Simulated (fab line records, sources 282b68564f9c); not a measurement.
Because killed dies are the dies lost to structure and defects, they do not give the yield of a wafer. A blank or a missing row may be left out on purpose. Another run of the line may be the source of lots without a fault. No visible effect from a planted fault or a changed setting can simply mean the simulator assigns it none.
Problem report in the 8D (eight disciplines) form, filled by code :: flow rit cmos :: the parts of the form that need people (team, actions taken, sign-off) are left out

1. THE ISSUE
ACTIVE_NITRIDE_THK at RIT_ACTIVE_THK_MEAS_04 reads a mean of 195.5 nm on 3 wafers of 1 lot; wafers without a fault read 150.2 nm with a standard deviation of 1.4. Measured from the usual mean, that is +32 standard deviations.
The first sign was on wafer L530.1 at day 5 12:49, on film metro-02. The record holds 39 wafers of 13 lots with a number at this step. The rule behind "out" and "out of limits": a value lying over 4 standard deviations away from the usual mean. All remaining wafers that have a number are taken as sound.

2. WHAT IT IS, WHAT IT ISN'T
question: which readings at this step
is: ACTIVE_NITRIDE_THK
is not: -

question: which lots
is: L530
is not: L511, L512, L513, L515, L516, L518, L520, L523, L524, L531, L533, L534

question: which wafers of those lots
is: all that have a number
is not: -

question: read on which gauges
is: film metro-02
is not: film metro-01, film metro-04

question: when
is: from day 5 12:49
is not: up to then (27 sound wafers); but 9 sound wafers of L531, L533, L534 came after

3. THE SUSPECTS, EACH WITH WHAT RULES IT OUT
Counting: any tool at a process step up to the reading is kept as a suspect provided that every lot that is out went through it and no sound lot did after the first of them.
- ruled out: the gauge at RIT_ACTIVE_THK_MEAS_04. All the wafers that are out were read on film metro-02, but those of them that RIT_ACTIVE_CVD_03 has rows for are out there too, on other tools.
- lpcvd-01 at RIT_ACTIVE_CVD_03 (deposits Si3N4 from SiH2Cl2/NH3, target thk 150 nm, time 1500 s): kept. It ran the lot that is out, L530 (day 5 11:23), and no sound lot after that; its last sound lot up to then is L524 (day 4 07:25). On those wafers its own readings are out: spike tc centre C, spike tc load C, spike tc source C, susceptor temp C.
After counting, what remains is lpcvd-01 at RIT_ACTIVE_CVD_03.

4. THE CAUSE (what the simulator had put in)
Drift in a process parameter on lpcvd-01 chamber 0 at RIT_ACTIVE_CVD_03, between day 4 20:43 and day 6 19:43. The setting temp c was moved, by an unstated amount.
After counting, this tool was the only one left.

5. SEQUENCE OF EFFECTS, ordered by route
One row per reading whose mean, taken over the struck wafers that have a number, lies over 3 standard deviations from the usual. Scope: only readings with a usual standard deviation given in the record; hours: median across lots of the time from each lot's start at the first step in this table that gives one to its start at this step; sigmas: change in usual standard deviations.
hours: 0
step: RIT_ACTIVE_CVD_03
reading: spike tc centre C
usual: 813.4 C
on struck wafers: 830.0
change: +16.6
sigmas: +14

hours: 0
step: RIT_ACTIVE_CVD_03
reading: spike tc load C
usual: 836.7 C
on struck wafers: 853.4
change: +16.7
sigmas: +6.0

hours: 0
step: RIT_ACTIVE_CVD_03
reading: spike tc source C
usual: 833.6 C
on struck wafers: 845.2
change: +11.6
sigmas: +4.8

hours: 0
step: RIT_ACTIVE_CVD_03
reading: susceptor temp C
usual: 810.1 C
on struck wafers: 824.5
change: +14.4
sigmas: +41

hours: 1
step: RIT_ACTIVE_THK_MEAS_04
reading: ACTIVE_NITRIDE_THK
usual: 150.2 nm
on struck wafers: 195.5
change: +45.3
sigmas: +32

hours: 3
step: RIT_ACTIVE_ETCH_13
reading: oes product au
usual: 0.820 a.u.
on struck wafers: 0.944
change: +0.124
sigmas: +8.3
Process steps it contains:
- RIT_ACTIVE_CVD_03: deposits Si3N4 from SiH2Cl2/NH3, target thk 150 nm, time 1500 s.
- RIT_ACTIVE_ETCH_13: etches Si3N4 in SF6, stops on SiO2, time 210 s, target depth 210 nm.

6. WHAT WOULD HAVE CAUGHT IT SOONER
16 hours passed between the start of the fault at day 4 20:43 and the first reading out of limits at a measuring or inspecting step in this record, taken at day 5 12:49.
At RIT_ACTIVE_CVD_03, the tool's own readings (spike tc centre C, spike tc load C, spike tc source C, susceptor temp C) were out on each struck wafer the step has a row for, so an alarm limit on them would have fired on the first such wafer.
By day 5 12:49, every lot that is out (1) had started RIT_ACTIVE_CVD_03 on lpcvd-01. Holding the tool at that point would not have protected any of them.
